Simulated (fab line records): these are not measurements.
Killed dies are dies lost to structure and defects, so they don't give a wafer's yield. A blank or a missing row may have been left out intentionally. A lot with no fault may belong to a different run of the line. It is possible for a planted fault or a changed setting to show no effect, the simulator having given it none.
Matching of chambers	flow berkeleyCmos170	4 sister chambers for UCB170_V1_CMP_02 on cmp-01
The step polishes SiO2. 8 wafers are shown with their chamber, then 9 later ones without.

## WAFERS PAIRED WITH THEIR CHAMBERS
wafer	chamber	motorCurrentA (A)	edgeZonePressureFrac
L264.3	2	14.4	0.998
L269.1	2	15.2	0.994
L269.5	3	13.5	0.999
L276.1	1	16.2	1.001
L276.5	0	17.6	1.006
L274.1	0	17.6	1.001
L274.4	1	16.5	1.002
L274.5	3	13.7	1.004

## WAFERS MISSING THEIR CHAMBER
wafer	motorCurrentA (A)	edgeZonePressureFrac
L282.1	17.5	1.000
L282.5	14.6	1.002
L282.6	13.9	1.003
L281.2	17.0	0.996
L281.4	14.1	1.005
L281.5	16.4	1.007
L287.2	17.3	1.001
L287.3	16.4	0.998
L287.6	16.6	1.002

## CHAMBER TAKEN BY EACH
wafer	from the rows above	in truth
L282.1	0	0
L282.5	can't be placed: 2 or 3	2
L282.6	3	3
L281.2	can't be placed: 1 or 0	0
L281.4	can't be placed: 3 or 2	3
L281.5	1	1
L287.2	can't be placed: 0 or 1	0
L287.3	1	1
L287.6	1	1
Correct placement for 5 of the 9. Cannot be placed on the basis of these rows: 4; the candidates contain the true chamber in 4. Placed wrongly: 0.
How it was worked out, from the rows above alone: a wafer's distance from a chamber is the root of the sum, over the readings, of the square of ((its reading less the chamber's mean) divided by the reading's scatter). The wafer belongs to the nearest chamber; if the next one is less than 2 further off, it can't be placed. For every chamber, the mean is computed from those of its wafers that are shown. The scatter is the square root of a quotient: the sum, over the shown wafers, of each reading's squared deviation from its chamber's mean, divided by wafers minus chambers.
